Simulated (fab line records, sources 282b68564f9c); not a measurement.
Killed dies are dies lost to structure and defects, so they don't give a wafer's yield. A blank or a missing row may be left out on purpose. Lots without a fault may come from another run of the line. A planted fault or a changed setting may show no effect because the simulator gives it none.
Which tool did it? | flow rit_cmos | 13 lots, 39 wafers sampled, at 2 steps of a route of 202

WHAT THE GAUGES READ, wafer by wafer
The record holds no reading of a measuring or inspecting step that can be judged against a usual standard deviation.

WHICH TOOL RAN EACH LOT (tool, then ch and the chambers of the sampled wafers, then the start)
lot  | RIT_FOX2_WET_ETCH_03           | RIT_M1_PROBE_99
L980 | wet_bench-04 ch 1, day 2 03:05 | -
L981 | wet_bench-02 ch 2, day 2 05:53 | -
L982 | wet_bench-01 ch 3, day 2 12:23 | -
L983 | wet_bench-02 ch 0, day 2 16:26 | -
L984 | wet_bench-02 ch 3, day 2 20:59 | -
L993 | wet_bench-01 ch 1, day 4 19:21 | prober-02, day 6 14:29
L994 | wet_bench-01 ch 2, day 4 23:40 | -
L995 | wet_bench-01 ch 1, day 5 04:37 | prober-02, day 6 23:12
L996 | wet_bench-01 ch 2, day 5 13:11 | -
L997 | wet_bench-04 ch 3, day 5 15:17 | -
L999 | wet_bench-01 ch 0, day 6 04:04 | -
L101 | wet_bench-01 ch 1, day 6 10:10 | -
L102 | wet_bench-04 ch 0, day 6 15:05 | -
- RIT_FOX2_WET_ETCH_03: etches Si3N4 in H3PO4, target depth 195 nm, time 2700 s.
- RIT_M1_PROBE_99

WHAT THE TOOLS THEMSELVES READ (means of the sampled wafers that have a number; where no wafer has one, the mark that the record gives instead)
RIT_FOX2_WET_ETCH_03.
lot  | tool         | bath_guard_temp_C (C) | run_length_s (s)
L980 | wet_bench-04 | 165.2                 | 2727
L981 | wet_bench-02 | 165.2                 | 2727
L982 | wet_bench-01 | 165.3                 | 2725
L983 | wet_bench-02 | 165.2                 | 2723
L984 | wet_bench-02 | 165.0                 | 4486
L993 | wet_bench-01 | 165.7                 | 2728
L994 | wet_bench-01 | 165.4                 | 2726
L995 | wet_bench-01 | 165.5                 | 2727
L996 | wet_bench-01 | 165.4                 | 2734
L997 | wet_bench-04 | 165.2                 | 2726
L999 | wet_bench-01 | 164.9                 | 2725
L101 | wet_bench-01 | 165.4                 | 2726
L102 | wet_bench-04 | 164.9                 | 2734

RIT_M1_PROBE_99.
lot  | tool      | killed_at_contacts | killed_at_front_end | killed_dies | killed_open | killed_short
L993 | prober-02 | 0.0                | 8.3                 | 8.3         | 4.3         | 4.0
L995 | prober-02 | 0.0                | 4.7                 | 4.7         | 1.7         | 3.0

THE ANSWER, worked out from the rows above alone
Rule: what is usual is taken from the lots themselves. Put in order of their means at a reading, lots are off if they are a third of the lots or fewer, leave a main group of 4 or more, and stand apart from it by a gap of 3 or more times the standard deviation of the main group's means; of several such gaps the widest counts. A main group whose means are all the same, to the digits that the tables above print for the reading, isn't used. A lot without any number at a reading at which 4 lots or more have one is off too. The other lots that the step has rows for count as sound. The gauges are gone through in route order, then the tools' own readings, and for those a lot's mean is taken as printed above. The first step at which some lot is off is used, and at that step the reading that is off furthest; a lot without a number counts as furthest.
Off: L984, at RIT_FOX2_WET_ETCH_03 (run_length_s). The main group: mean 2727 s, standard deviation 3.2.
A tool fits if, at that step or a process step before it, it ran every lot that is off, and no sound lot after the first of them. One fits: wet_bench-02 at RIT_FOX2_WET_ETCH_03. Its last sound lot is L983 (day 2 16:26), its first lot that is off L984 (day 2 20:59): a fault that began between those two fits.
The tool's own readings at RIT_FOX2_WET_ETCH_03 bear it out: on the lots that are off they differ by more than 5 times the standard deviation of the sound lots' means. run_length_s reads 4486 s there against 2727 s on the sound lots.

WHAT THE SIMULATOR HAD PUT IN
Process parameter drift: wet_bench-02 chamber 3, from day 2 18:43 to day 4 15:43, at RIT_FOX2_WET_ETCH_03. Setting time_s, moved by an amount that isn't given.
Lots struck among those shown: L984. The rule above found the same.
